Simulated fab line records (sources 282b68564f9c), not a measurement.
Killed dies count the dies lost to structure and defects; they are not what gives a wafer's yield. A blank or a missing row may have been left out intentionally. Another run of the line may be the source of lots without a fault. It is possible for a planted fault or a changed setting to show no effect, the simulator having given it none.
A lot that was struck, set against a sound lot / flow ritCmos / 15 out of 202 route steps
Sound: the wafers L102.1, L102.2, L102.3. Wafers struck: L115.1, L115.4, L115.6. The cause is named last.
Order at every step that has rows: each side's tool, ch and its chambers, its first start. Under that, the readings that differ: sound wafers / struck wafers / difference of the means / sigmas: that difference in standard deviations of wafers without a fault.
alike: readings whose means differ by less than 2 such deviations, and words and numbers that are the same on both sides. not compared: withheld readings, readings that some wafer has no value for, bounds like >300 that may hide the same value, and numbers for which the record gives no deviation and whose values overlap.
The two part at a step that has a row with sigmas, a row that says differs or no value, or rows on one side only. Numbers that have no deviation but don't overlap get no sigmas and don't part them. A reading missing from all wafers of one side parts the sides only when that side holds two or more wafers.

first, 1 step without rows for these wafers: RIT_NSD_IMPLANT_08.
RIT_NSD_STRIP_09: strips in O2, time 180 s.
  sound on plasmaAsher-03 ch 0,1, day 3 10:43; struck on plasmaAsher-03 ch 0,1, day 6 01:22
  alike: drypumpMotorCurrentA, rfReflPowerW, runLengthS
  not compared: rfHoursCounterH
RIT_NSD_TW_MEAS_10:
  sound on filmMetro-03, day 3 10:53; struck on filmMetro-04, day 6 01:33
  alike: NSD_TW
then, 6 steps without rows for these wafers: RIT_PSD_HMDS_00 (prime time 60 s); RIT_PSD_COAT_01 (resist thk 1000 nm); RIT_PSD_SOFTBAKE_02 (time 60 s); RIT_PSD_EXPOSE_03 (exposes mask M10, target cd 40900 nm); RIT_PSD_PEB_04; RIT_PSD_DEVELOP_05 (develop time 50 s).
RIT_PSD_OVL_MEAS_06:
  sound on overlay-01, day 3 11:48; struck on overlay-02, day 6 02:28
  alike: PSD_OVL
then, 2 steps without rows for these wafers: RIT_PSD_HARDBAKE_07 (time 60 s); RIT_PSD_IMPLANT_08.
RIT_PSD_STRIP_09: strips in O2, time 180 s.
  sound on plasmaAsher-03 ch 0,1, day 3 12:08; struck on plasmaAsher-03 ch 0, day 6 02:47
reading=runLengthS (s); sound=207.8 207.8 208.2; struck=117.1 117.6 117.3; difference=-90.6; sigmas=-99 or more
reading=model.NOVOLAK_of_PSD_COAT_01.thkNm (nm); sound=0 0 0; struck=186.6 185.3 188.2; difference=+186.7; sigmas=
  alike: drypumpMotorCurrentA, rfReflPowerW
  not compared: rfHoursCounterH
RIT_PSD_TW_MEAS_10:
  sound on filmMetro-02, day 3 12:19; struck on filmMetro-02, day 6 02:58
reading=PSD_TW; sound=3406 3392 3395; struck=3446 3442 3429; difference=+41; sigmas=+2
RIT_M1_PROBE_99:
  sound on prober-01, day 3 20:23; struck on prober-02, day 6 11:04
reading=killedAtFrontEnd; sound=10 5 4; struck=264 264 264; difference=+258; sigmas=+92
reading=killedDies; sound=10 5 4; struck=264 264 264; difference=+258; sigmas=+92
reading=killedOnRim; sound=2 2 0; struck=70 70 70; difference=+69; sigmas=+53
  alike: killedOpen, killedShort

WHERE THEY PART
First at RIT_PSD_STRIP_09; last, within this record, at RIT_M1_PROBE_99.

WHY: the cause the simulator had injected
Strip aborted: plasmaAsher-03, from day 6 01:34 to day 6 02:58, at RIT_PSD_STRIP_09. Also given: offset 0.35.
